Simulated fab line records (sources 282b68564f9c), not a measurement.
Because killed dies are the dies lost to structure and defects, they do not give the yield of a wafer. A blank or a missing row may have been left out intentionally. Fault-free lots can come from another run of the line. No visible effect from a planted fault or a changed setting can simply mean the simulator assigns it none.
Chamber matching	flow rit-cmos	RIT_GATE_ETCH_19 on rie-si-02 has 4 sister chambers
The step etches poly-Si in SF6/CHF3/O2, stops on SiO2, time 165 s, target depth 312.5 nm. 14 wafers are shown with their chamber, then 7 later ones without.

EACH WAFER AND ITS CHAMBER
wafer	chamber	throttle-valve-pct (%)	drypump-motor-current-A (A)	rf-fwd-power-W (W)
L787.2	0	10.07	5.85	159.6
L787.4	2	10.11	6.03	159.0
L787.6	2	10.11	6.01	158.8
L789.3	2	10.13	6.03	159.8
L789.4	1	10.44	5.57	159.4
L789.5	3	10.38	6.20	159.4
L791.4	0	10.08	5.87	160.5
L791.5	2	10.13	5.97	159.3
L791.6	3	10.36	6.22	159.1
L801.2	1	10.45	5.55	159.8
L801.3	0	10.07	5.86	159.6
L801.4	3	10.38	6.21	158.1
L803.1	1	10.45	5.55	159.4
L803.4	0	10.08	5.87	159.0

SIGNATURES, as means of the wafers listed above
reading	chamber 0	chamber 1	chamber 2	chamber 3	scatter within a chamber
throttle-valve-pct	10.0750	10.4467	10.1200	10.3733	0.00913
drypump-motor-current-A	5.8625	5.5567	6.0100	6.2100	0.0177
rf-fwd-power-W	159.675	159.533	159.225	158.867	0.524
Rule: a wafer lies at a distance from a chamber equal to the root of the sum of squares, over the readings, of (its reading less the chamber's mean, divided by the reading's scatter). The wafer belongs to the nearest chamber; if the next one is less than 2 further off, it can't be placed. The scatter is the square root of a quotient: the sum, over the shown wafers, of each reading's squared deviation from its chamber's mean, divided by wafers minus chambers.

WAFERS MISSING THEIR CHAMBER
wafer	throttle-valve-pct (%)	drypump-motor-current-A (A)	rf-fwd-power-W (W)
L803.5	10.38	6.22	159.2
L805.1	10.38	6.24	159.0
L805.2	10.11	5.99	159.8
L805.5	10.14	6.00	160.2
L807.3	10.45	5.58	159.6
L807.4	10.08	5.88	158.6
L807.6	10.44	5.56	159.3

THE CHAMBER EACH PASSED THROUGH
wafer	from the rows above	in truth
L803.5	3	3
L805.1	3	3
L805.2	2	2
L805.5	2	2
L807.3	1	1
L807.4	0	0
L807.6	1	1
Placed correctly: 7 of 7. From these rows, 0 cannot be placed. 0 placed wrongly.
